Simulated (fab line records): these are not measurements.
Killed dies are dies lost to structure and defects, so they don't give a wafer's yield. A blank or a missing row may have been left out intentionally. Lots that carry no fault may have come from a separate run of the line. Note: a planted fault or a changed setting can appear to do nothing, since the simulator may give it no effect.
A lot that was struck, set against a sound lot + flow ritCmos + 15 steps out of a route of 202
Sound: the wafers L877.1, L877.2, L877.5. Struck: wafer L891.2 (left out: L891.1, L891.5 of the same lot, which were not struck); the cause appears at the end.
Each step with rows lists, per side, the tool, then ch with its chambers, then its first start. Under that, the readings that differ: sound wafers + struck wafers + difference of the means + sigmas: that difference in standard deviations of wafers without a fault.
alike: readings with means less than 2 such deviations apart, plus words and numbers identical on both sides. not compared: withheld readings, readings lacking a value on some wafer, bounds such as >300 that could conceal the same value, and numbers that have no deviation in the record and whose values overlap.
The two part at a step that has a row with sigmas, a row that says differs or no value, or rows on one side only. Non-overlapping numbers with no deviation appear without sigmas and do not part them. Lack of a reading on every wafer of one side parts them only where that side has two or more wafers.

RIT_GATE_THK_MEAS_07:
  struck on filmMetro-02, day 7 00:52; sound on filmMetro-03, day 3 19:49
  alike: GATE_OXIDE_THK
then, 1 step without rows for these wafers: RIT_GATE_CVD_08 (deposits poly-Si from SiH4, target thk 250 nm, time 2220 s).
RIT_GATE_THK_MEAS_09:
  struck on filmMetro-02, day 7 02:33; sound on filmMetro-03, day 3 22:11
  alike: GATE_POLY_THK
then, 6 steps without rows for these wafers: RIT_GATE_HMDS_10 (prime time 60 s); RIT_GATE_COAT_11 (resist thk 850 nm); RIT_GATE_SOFTBAKE_12 (time 60 s); RIT_GATE_EXPOSE_13 (exposes mask M6, target cd 150 nm); RIT_GATE_PEB_14; RIT_GATE_DEVELOP_15 (develop time 50 s).
RIT_GATE_CD_MEAS_16: the cd target is 150 nm.
  struck on cdSem-02, day 7 03:35; sound on cdSem-02, day 3 23:13
  alike: cdNm
RIT_GATE_OVL_MEAS_17:
  struck on overlay-01, day 7 03:43; sound on overlay-02, day 3 23:20
  alike: GATE_OVL
then, 1 step without rows for these wafers: RIT_GATE_HARDBAKE_18 (time 60 s).
RIT_GATE_ETCH_19: etches poly-Si in SF6/CHF3/O2, stops on SiO2, time 165 s, target depth 312.5 nm.
  sound on rieSi-02 ch 0,1, day 3 23:31; struck on rieSi-02 ch 3, day 7 03:53
| reading                                  | sound             | struck | difference | sigmas |
|------------------------------------------|-------------------|--------|------------|--------|
| model.NOVOLAK_of_GATE_COAT_11.thkNm (nm) | 669.1 665.2 665.9 | 645.2  | -21.5      |        |
  alike: chamberPressureMTorr, drypumpMotorCurrentA, heBacksideLeakSccm, oesProductAu, throttleValvePct
  not compared: rfHoursCounterH
RIT_GATE_STRIP_20: strips in O2, time 180 s.
  sound on plasmaAsher-02 ch 0,1, day 3 23:38; struck on plasmaAsher-03 ch 1, day 7 04:00
  alike: chamberPressureMTorr, drypumpMotorCurrentA
  not compared: rfHoursCounterH
RIT_M1_PROBE_99:
  struck on prober-01, day 8 02:23; sound on prober-01, day 4 21:20
| reading                          | sound             | struck | difference | sigmas |
|----------------------------------|-------------------|--------|------------|--------|
| model.etest.pmosTurned.rOnOhmUm  | 3460 3373 3423    | 3099   | -320       |        |
| model.etest.pmos_0p15.rOnOhmUm   | 2806 2745 2774    | 2571   | -204       |        |
| model.etest.pmos_0p3.rOnOhmUm    | 6460 6244 6407    | 6049   | -321       |        |
| model.etest.pmos_0p15.driveUaUm  | 247.7 256 251.7   | 289.8  | +38.0      |        |
| model.etest.pmosTurned.driveUaUm | 191.2 194.3 192.3 | 223.6  | +31.0      |        |
| model.etest.pwellPinched.rsOhmSq | 466.3 463.3 459.2 | 500.8  | +37.9      |        |
| model.etest.nwellPinched.rsOhmSq | 341.7 335.2 334.4 | 367.1  | +30.0      |        |
| model.etest.pmosNarrow.driveUaUm | 98.16 101.3 97.67 | 104    | +5         |        |
  alike: killed_at_M0_to_M3, killedAtContacts, killedAtFrontEnd, killedDies, killedOpen, killedShort

## WHERE THEY PART
Nowhere in this record.

WHY: what had been put in by the simulator
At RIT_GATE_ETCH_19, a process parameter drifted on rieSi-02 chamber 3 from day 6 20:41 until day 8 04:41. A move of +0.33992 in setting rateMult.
